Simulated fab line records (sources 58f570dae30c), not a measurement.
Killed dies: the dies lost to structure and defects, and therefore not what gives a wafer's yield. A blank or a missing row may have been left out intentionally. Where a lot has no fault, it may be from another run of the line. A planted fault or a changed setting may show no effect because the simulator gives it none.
The tool behind it: which one? + flow berkeley_cmos170 + Sampling: 15 lots, 45 wafers, 5 of 331 route steps

## WHAT THE GAUGES READ, wafer by wafer
UCB170_START_THK_MEAS_03. Usual: START_OXIDE_THK typically reads 19.9 nm, with standard deviation 0.42.
| lot  | measured    | on            | START_OXIDE_THK (nm) | flag |
|------|-------------|---------------|----------------------|------|
| L348 | day 1 11:55 | film_metro-01 | 20.2 20.3 20.3       |      |
| L349 | day 1 20:47 | film_metro-01 | 19.9 19.7 19.8       |      |
| L350 | day 2 00:47 | film_metro-02 | 19.6 19.7 19.9       |      |
| L351 | day 2 06:25 | film_metro-04 | 20.0 20.3 20.2       |      |
| L353 | day 2 13:29 | film_metro-04 | 19.1 19.2 19.3       |      |
| L354 | day 2 21:04 | film_metro-01 | 19.9 19.8 19.9       |      |
| L355 | day 3 01:44 | film_metro-04 | 19.2 19.2 19.4       |      |
| L356 | day 3 06:15 | film_metro-04 | 19.1 19.3 19.0       |      |
| L360 | day 4 03:38 | film_metro-04 | 19.7 19.6 19.7       |      |
| L361 | day 4 08:52 | film_metro-04 | 19.8 19.8 19.8       |      |
| L365 | day 5 04:20 | film_metro-02 | 20.0 20.3 20.2       |      |
| L366 | day 5 10:50 | film_metro-04 | 19.5 19.2 19.5       |      |
| L368 | day 5 19:20 | film_metro-01 | 20.4 20.3 20.2       |      |
| L369 | day 5 23:19 | film_metro-02 | 20.6 20.5 20.3       |      |
| L370 | day 6 06:07 | film_metro-04 | 19.8 19.8 19.8       |      |

UCB170_PFIELD_OVL_MEAS_06. Usual: PFIELD_OVL typically reads 0 nm, with standard deviation 5.7.
| lot  | measured     | on         | PFIELD_OVL (nm) | flag |
|------|--------------|------------|-----------------|------|
| L348 | day 4 11:32  | overlay-02 | -12 -2 -2       |      |
| L349 | day 5 06:50  | overlay-02 | -2 -1 -6        |      |
| L350 | day 5 06:35  | overlay-02 | 0 -2 -3         |      |
| L351 | day 5 11:19  | overlay-02 | 4 -2 2          |      |
| L353 | day 5 18:47  | overlay-01 | 4 15 5          |      |
| L354 | day 6 02:16  | overlay-01 | -1 -1 4         |      |
| L355 | day 6 05:16  | overlay-02 | 0 -6 -1         |      |
| L356 | day 6 13:07  | overlay-01 | 13 15 14        |      |
| L360 | day 7 10:30  | overlay-02 | -9 -9 -10       |      |
| L361 | day 7 10:14  | overlay-01 | -7 -12 -2       |      |
| L365 | day 8 07:29  | overlay-01 | 1 -4 -4         |      |
| L366 | day 8 12:53  | overlay-01 | -7 -5 -9        |      |
| L368 | day 9 03:15  | overlay-01 | 90 91 87        | OFF  |
| L369 | day 9 08:10  | overlay-01 | 88 81 86        | OFF  |
| L370 | day 10 01:34 | overlay-02 | 94 94 93        | OFF  |

UCB170_NSD_CD_MEAS_06 targets a cd of 1200 nm. Usual: 1200.1 nm for cd_nm, sd 1.5.
| lot  | measured     | on        | cd_nm (nm)           | flag |
|------|--------------|-----------|----------------------|------|
| L348 | day 7 02:02  | cd_sem-02 | 1199.8 1199.5 1199.5 |      |
| L349 | day 8 02:21  | cd_sem-01 | 1199.8 1199.6 1200.9 |      |
| L350 | day 8 01:44  | cd_sem-02 | 1199.4 1200.6 1201.0 |      |
| L351 | day 8 02:08  | cd_sem-02 | 1200.4 1200.4 1201.5 |      |
| L353 | day 8 09:10  | cd_sem-01 | 1199.0 1200.8 1199.7 |      |
| L354 | day 8 22:17  | cd_sem-02 | 1196.1 1197.4 1196.5 |      |
| L355 | day 8 22:25  | cd_sem-01 | 1200.0 1199.7 1199.2 |      |
| L356 | day 9 20:13  | cd_sem-01 | 1199.1 1200.2 1197.9 |      |
| L360 | day 10 12:12 | cd_sem-01 | 1201.3 1202.5 1203.1 |      |
| L361 | day 10 11:37 | cd_sem-01 | 1199.1 1199.5 1199.6 |      |
| L365 | day 11 05:38 | cd_sem-01 | 1197.4 1197.5 1197.2 |      |
| L366 | day 11 05:46 | cd_sem-02 | 1201.3 1199.8 1200.7 |      |
| L368 | day 11 16:16 | cd_sem-01 | 1201.1 1202.2 1201.9 |      |
| L369 | day 11 16:28 | cd_sem-01 | 1199.1 1200.6 1199.4 |      |
| L370 | day 12 10:05 | cd_sem-02 | 1200.5 1200.4 1199.2 |      |

## TOOL THAT RAN EACH LOT (tool first, then ch and the chambers of the sampled wafers, then the start)
| lot  | UCB170_PFIELD_EXPOSE_03           | UCB170_NLDD_STRIP_10                 |
|------|-----------------------------------|--------------------------------------|
| L348 | krf_scanner-02 ch 0, day 4 11:10  | plasma_asher-04 ch 0,1, day 6 17:44  |
| L349 | krf_scanner-01 ch 0, day 5 06:27  | plasma_asher-01 ch 0,1, day 7 16:20  |
| L350 | krf_scanner-01 ch 0, day 5 06:12  | plasma_asher-02 ch 0,1, day 7 15:58  |
| L351 | krf_scanner-01 ch 0, day 5 10:58  | plasma_asher-04 ch 0,1, day 7 16:15  |
| L353 | krf_scanner-01 ch 0, day 5 18:04  | plasma_asher-04 ch 0,1, day 8 00:13  |
| L354 | krf_scanner-02 ch 0, day 6 01:52  | plasma_asher-01 ch 0,1, day 8 12:03  |
| L355 | krf_scanner-01 ch 0, day 6 04:45  | plasma_asher-04 ch 0,1, day 8 11:56  |
| L356 | krf_scanner-02 ch 0, day 6 12:13  | plasma_asher-02 ch 0,1, day 9 06:48  |
| L360 | krf_scanner-02 ch 0, day 7 09:45  | plasma_asher-01 ch 0,1, day 10 04:38 |
| L361 | krf_scanner-02 ch 0, day 7 09:37  | plasma_asher-01 ch 0,1, day 10 04:41 |
| L365 | krf_scanner-02 ch 0, day 8 07:07  | plasma_asher-02 ch 0,1, day 10 19:13 |
| L366 | krf_scanner-02 ch 0, day 8 12:29  | plasma_asher-04 ch 0,1, day 10 18:40 |
| L368 | krf_scanner-01 ch 0, day 9 02:20  | plasma_asher-01 ch 0,1, day 11 07:23 |
| L369 | krf_scanner-01 ch 0, day 9 07:46  | plasma_asher-04 ch 0,1, day 11 08:13 |
| L370 | krf_scanner-01 ch 0, day 10 00:10 | plasma_asher-02 ch 0,1, day 12 00:11 |
- UCB170_PFIELD_EXPOSE_03: exposes mask PFIELD, target cd 1500 nm.
- UCB170_NLDD_STRIP_10: strips in O2.

## WHAT THE TOOLS THEMSELVES READ (means of the sampled wafers that have a number; where no wafer has one, the mark that the record gives instead)
UCB170_NLDD_STRIP_10. Usual: drypump_motor_current_A 5.4 A, standard deviation 0.39; oes_product_au 0.735 a.u., standard deviation 0.0048; strip_time_to_endpoint_s 21.62 s, standard deviation 0.061.
| lot  | tool            | drypump_motor_current_A (A) | oes_product_au (a.u.) | strip_time_to_endpoint_s (s) | flag |
|------|-----------------|-----------------------------|-----------------------|------------------------------|------|
| L348 | plasma_asher-04 | 5.1                         | 0.738                 | 21.59                        |      |
| L349 | plasma_asher-01 | 5.5                         | 0.733                 | 21.67                        |      |
| L350 | plasma_asher-02 | 5.5                         | 0.732                 | 21.63                        |      |
| L351 | plasma_asher-04 | 5.0                         | 0.738                 | 21.47                        |      |
| L353 | plasma_asher-04 | 5.4                         | 0.739                 | 21.66                        |      |
| L354 | plasma_asher-01 | 5.5                         | 0.732                 | 21.61                        |      |
| L355 | plasma_asher-04 | 5.0                         | 0.733                 | 21.62                        |      |
| L356 | plasma_asher-02 | 5.5                         | 0.735                 | 21.63                        |      |
| L360 | plasma_asher-01 | 5.5                         | 0.734                 | 21.69                        |      |
| L361 | plasma_asher-01 | 5.5                         | 0.736                 | 21.63                        |      |
| L365 | plasma_asher-02 | 5.5                         | 0.732                 | 21.71                        |      |
| L366 | plasma_asher-04 | 5.4                         | 0.732                 | 21.59                        |      |
| L368 | plasma_asher-01 | 5.5                         | 0.733                 | 21.65                        |      |
| L369 | plasma_asher-04 | 5.0                         | 0.733                 | 21.57                        |      |
| L370 | plasma_asher-02 | 5.3                         | 0.735                 | 21.67                        |      |

## THE ANSWER, worked out from the rows above alone
Rule: a lot counts as off when the mean over its wafers that have a number is more than 3 standard deviations away from the usual mean. Also off: a lot with no number at a reading for which 4 or more lots have one. The other lots that the step has rows for count as sound. Order of review: gauges by route order, followed by the tools' own readings, for which a lot's mean as printed above is used. At the first step where some lot is off, the reading lying furthest off is the one used; lots without a number count as furthest.
Off: L368, L369, L370, at UCB170_PFIELD_OVL_MEAS_06 (PFIELD_OVL).
If a tool, at a process step before that reading, ran all the lots that are off and no sound lot after the first of them, it fits. The gauges at UCB170_PFIELD_OVL_MEAS_06 are tried like those tools. One fits: UCB170_PFIELD_EXPOSE_03 on krf_scanner-01. A fault onset in the window from L355 (day 6 04:45, its last sound lot) to L368 (day 9 02:20, its first lot off) fits.

## WHAT HAD BEEN PUT IN BY THE SIMULATOR
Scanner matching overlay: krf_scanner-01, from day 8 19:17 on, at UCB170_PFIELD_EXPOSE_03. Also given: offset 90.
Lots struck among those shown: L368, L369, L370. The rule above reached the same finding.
